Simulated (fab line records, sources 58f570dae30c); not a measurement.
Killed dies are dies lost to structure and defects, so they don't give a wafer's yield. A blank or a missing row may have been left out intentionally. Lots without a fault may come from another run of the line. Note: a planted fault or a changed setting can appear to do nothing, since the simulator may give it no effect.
Chamber matching || flow berkeley cmos170 || rie si-01 running UCB170_GATE_ETCH_15: 4 sister chambers
The step etches poly-Si in HBr/Cl2, stops on SiO2, time 56.3 s, target depth 278.2 nm. 4 wafers are shown with their chamber, then 9 later ones without.

EACH WAFER AND ITS CHAMBER
{"wafer": "L373.1", "chamber": 2, "throttle valve pct (%)": 26.74}
{"wafer": "L374.2", "chamber": 1, "throttle valve pct (%)": 26.72}
{"wafer": "L374.4", "chamber": 3, "throttle valve pct (%)": 26.52}
{"wafer": "L374.6", "chamber": 0, "throttle valve pct (%)": 26.10}

WAFERS MISSING THEIR CHAMBER
{"wafer": "L372.1", "throttle valve pct (%)": 26.75}
{"wafer": "L372.2", "throttle valve pct (%)": 26.72}
{"wafer": "L372.6", "throttle valve pct (%)": 26.10}
{"wafer": "L375.1", "throttle valve pct (%)": 26.73}
{"wafer": "L375.2", "throttle valve pct (%)": 26.52}
{"wafer": "L375.3", "throttle valve pct (%)": 26.09}
{"wafer": "L378.3", "throttle valve pct (%)": 26.74}
{"wafer": "L378.5", "throttle valve pct (%)": 26.52}
{"wafer": "L378.6", "throttle valve pct (%)": 26.73}

CHAMBER TAKEN BY EACH
{"wafer": "L372.1", "from the rows above": 2, "in truth": 2}
{"wafer": "L372.2", "from the rows above": 1, "in truth": 1}
{"wafer": "L372.6", "from the rows above": 0, "in truth": 0}
{"wafer": "L375.1", "from the rows above": "can't be placed: 2 or 1", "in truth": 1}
{"wafer": "L375.2", "from the rows above": 3, "in truth": 3}
{"wafer": "L375.3", "from the rows above": 0, "in truth": 0}
{"wafer": "L378.3", "from the rows above": 2, "in truth": 2}
{"wafer": "L378.5", "from the rows above": 3, "in truth": 3}
{"wafer": "L378.6", "from the rows above": "can't be placed: 2 or 1", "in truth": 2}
7 of 9 placed correctly. Not placeable from these rows: 2 (in 2, the candidates include the true chamber). Wrongly placed: 0.
How it was worked out, from the rows above alone: a wafer's distance from a chamber is the root of the sum, over the readings, of the square of ((its reading less the chamber's mean) divided by the reading's scatter). The wafer belongs to the nearest chamber; if the next one is less than 2 further off, it can't be placed. For every chamber, the mean is computed from those of its wafers that are shown. The scatter: with one shown wafer a chamber, the root of the mean of the squares of how far each hidden wafer lies from its nearest shown one.
